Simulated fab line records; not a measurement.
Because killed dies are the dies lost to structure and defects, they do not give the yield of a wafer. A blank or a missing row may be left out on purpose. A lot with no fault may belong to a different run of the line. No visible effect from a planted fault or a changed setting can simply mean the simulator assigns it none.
A struck lot beside a sound one | flow rit-cmos | 44 out of 202 route steps
Sound: the wafers L945.1, L945.2, L945.3. Struck: wafers L964.4, L964.5, L964.6. The cause comes at the end.
Order at every step that has rows: each side's tool, ch and its chambers, its first start. Under that, the readings that differ: sound wafers | struck wafers | difference of the means | sigmas: that difference in standard deviations of wafers without a fault.
alike: readings whose means differ by less than 2 such deviations, and words and numbers that are the same on both sides. not compared: withheld readings, readings that some wafer has no value for, bounds like >300 that may hide the same value, and numbers for which the record gives no deviation and whose values overlap.
The two part at a step that has a row with sigmas, a row that says differs or no value, or rows on one side only. When numbers do not overlap yet have no deviation, they are printed without sigmas and do not part them. A reading that every wafer of one side lacks parts them only if that side has two wafers or more.

first, 4 steps without rows for these wafers: RIT_PLDD_SOFTBAKE_02 (time 60 s); RIT_PLDD_EXPOSE_03 (exposes mask M8, target cd 40900 nm); RIT_PLDD_PEB_04; RIT_PLDD_DEVELOP_05 (develop time 50 s).
RIT_PLDD_OVL_MEAS_06:
  sound on overlay-02, day 2 18:56; struck on overlay-01, day 6 20:40
  alike: PLDD_OVL
then, 2 steps without rows for these wafers: RIT_PLDD_HARDBAKE_07 (time 60 s); RIT_PLDD_IMPLANT_08.
RIT_PLDD_STRIP_09: strips in O2, time 180 s.
  sound on plasma-asher-01 ch 0,1, day 2 19:17; struck on plasma-asher-04 ch 0,1, day 6 21:02
  alike: drypump-motor-current-A
  not compared: rf-hours-counter-h
RIT_PLDD_TW_MEAS_10:
  sound on film-metro-04, day 2 19:27; struck on film-metro-04, day 6 21:11
  alike: PLDD_TW
then, 3 steps without rows for these wafers: RIT_SPACER_CLEAN_00 (cleans in SC1, time 600 s); RIT_SPACER_CLEAN_01 (cleans in dHF, time 30 s); RIT_SPACER_CLEAN_02 (cleans in SC2, time 600 s).
RIT_SPACER_CVD_03: deposits Si3N4 from SiH2Cl2/NH3, target thk 250 nm, time 3300 s.
  sound on lpcvd-02 ch 0, day 2 19:55; struck on lpcvd-02 ch 1, day 6 21:35
  reading                                  | sound             | struck            | difference | sigmas
  pressure-mtorr (mTorr)                   | 300.2 300.0 300.8 | 150.7 151.1 150.5 | -149.6     | -99 or more
  spike-tc-source-C (C)                    | 838.4 839.7 839.9 | 832.9 833.2 833.5 | -6.1       | -2
  zone-power-load-pct (%)                  | 18 18 18          | 25 24 24          | +6         | +2
  model.Si3N4_of_SPACER_CVD_03.thk-nm (nm) | 247.2 245.9 248.8 | 204.1 203.7 203.2 | -43.6      |
  alike: nh3-flow-sccm
RIT_SPACER_THK_MEAS_04:
  sound on film-metro-03, day 2 21:50; struck on film-metro-01, day 6 23:32
  reading                 | sound             | struck            | difference | sigmas
  SPACER_NITRIDE_THK (nm) | 247.2 246.0 248.7 | 204.2 203.6 203.3 | -43.6      | -20
RIT_SPACER_ETCHBACK_05: etches Si3N4 in SF6/CHF3, stops on SiO2, target depth 250 nm, time 240 s.
  sound on rie-diel-01 ch 0,2,3, day 2 21:53; struck on rie-diel-03 ch 1,2,3, day 6 23:34
  reading                  | sound             | struck            | difference | sigmas
  oes-product-au (a.u.)    | 0.853 0.839 0.830 | 0.723 0.724 0.718 | -0.119     | -9
  model.etch.depth-nm (nm) | 247.2 245.9 248.8 | 204.1 203.7 203.2 | -43.6      |
  alike: drypump-motor-current-A, throttle-valve-pct
  not compared: rf-hours-counter-h
then, 6 steps without rows for these wafers: RIT_NSD_HMDS_00 (prime time 60 s); RIT_NSD_COAT_01 (resist thk 1000 nm); RIT_NSD_SOFTBAKE_02 (time 60 s); RIT_NSD_EXPOSE_03 (exposes mask M9, target cd 40700 nm); RIT_NSD_PEB_04; RIT_NSD_DEVELOP_05 (develop time 50 s).
RIT_NSD_OVL_MEAS_06:
  sound on overlay-01, day 2 23:01; struck on overlay-02, day 7 00:53
  alike: NSD_OVL
then, 2 steps without rows for these wafers: RIT_NSD_HARDBAKE_07 (time 60 s); RIT_NSD_IMPLANT_08.
RIT_NSD_STRIP_09: strips in O2, time 180 s.
  sound on plasma-asher-04 ch 0,1, day 2 23:21; struck on plasma-asher-03 ch 0,1, day 7 01:16
  alike: drypump-motor-current-A
  not compared: rf-hours-counter-h
RIT_NSD_TW_MEAS_10:
  sound on film-metro-04, day 2 23:31; struck on film-metro-04, day 7 01:25
  reading | sound          | struck         | difference | sigmas
  NSD_TW  | 3123 3138 3127 | 3094 3083 3074 | -46        | -3
then, 6 steps without rows for these wafers: RIT_PSD_HMDS_00 (prime time 60 s); RIT_PSD_COAT_01 (resist thk 1000 nm); RIT_PSD_SOFTBAKE_02 (time 60 s); RIT_PSD_EXPOSE_03 (exposes mask M10, target cd 40900 nm); RIT_PSD_PEB_04; RIT_PSD_DEVELOP_05 (develop time 50 s).
RIT_PSD_OVL_MEAS_06:
  sound on overlay-02, day 3 00:26; struck on overlay-01, day 7 02:19
  alike: PSD_OVL
then, 2 steps without rows for these wafers: RIT_PSD_HARDBAKE_07 (time 60 s); RIT_PSD_IMPLANT_08.
RIT_PSD_STRIP_09: strips in O2, time 180 s.
  sound on plasma-asher-03 ch 0,1, day 3 00:46; struck on plasma-asher-03 ch 0,1, day 7 02:41
  alike: drypump-motor-current-A
  not compared: rf-hours-counter-h
RIT_PSD_TW_MEAS_10:
  sound on film-metro-02, day 3 00:56; struck on film-metro-04, day 7 02:50
  alike: PSD_TW
then, 3 steps without rows for these wafers: RIT_SDANNEAL_CLEAN_00 (cleans in SC1, time 600 s); RIT_SDANNEAL_CLEAN_01 (cleans in dHF, time 30 s); RIT_SDANNEAL_CLEAN_02 (cleans in SC2, time 600 s).
RIT_SDANNEAL_RTA_03: time 5 s.
  sound on rtp-anneal-01 ch 0, day 3 01:33; struck on rtp-anneal-02 ch 0, day 7 03:16
  alike: wafer_temp_C_max
RIT_SDANNEAL_RS_MEAS_04: uses a four-point probe to measure.
  sound on film-metro-04, day 3 01:40; struck on film-metro-03, day 7 03:21
  alike: PSD_RS
RIT_SILICIDE_WET_ETCH_00: etches SiO2 in BOE, target depth 14 nm, time 15 s.
  sound on wet-bench-03 ch 3, day 3 02:08; struck on wet-bench-02 ch 3, day 7 03:46
  reading                                  | sound             | struck            | difference | sigmas
  model.Si3N4_of_SPACER_CVD_03.thk-nm (nm) | 192.4 191.2 193.3 | 159.4 158.6 158.5 | -33.5      |
  alike: bath-heat-duty-pct
RIT_M1_PROBE_99:
  sound on prober-01, day 3 09:48; struck on prober-02, day 7 11:20
  alike: killed-at-contacts, killed-at-front-end, killed-dies, killed-open, killed-short
  not compared: model.etest.pmos-turned.r-on-ohm-um, model.etest.pmos_0p15.r-on-ohm-um, model.etest.pmos_0p3.r-on-ohm-um, model.etest.nmos_0p15.r-on-ohm-um, model.etest.nmos_0p3.r-on-ohm-um, model.etest.nplus-sal.width-nm, model.etest.pplus-sal.width-nm, model.etest.pwell-pinched.rs-ohm-sq

== WHERE THEY PART ==
Earliest at RIT_SPACER_CVD_03; latest, in this record, at RIT_NSD_TW_MEAS_10. Later steps at which nothing parts them and some readings are alike: RIT_PSD_OVL_MEAS_06, RIT_PSD_STRIP_09, RIT_PSD_TW_MEAS_10, RIT_SDANNEAL_RTA_03, RIT_SDANNEAL_RS_MEAS_04, RIT_SILICIDE_WET_ETCH_00, RIT_M1_PROBE_99.

WHY: whatever the simulator had introduced
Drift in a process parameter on lpcvd-02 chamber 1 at RIT_SPACER_CVD_03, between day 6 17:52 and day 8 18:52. A move of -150 in setting pressure-mtorr, from 300. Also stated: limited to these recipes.
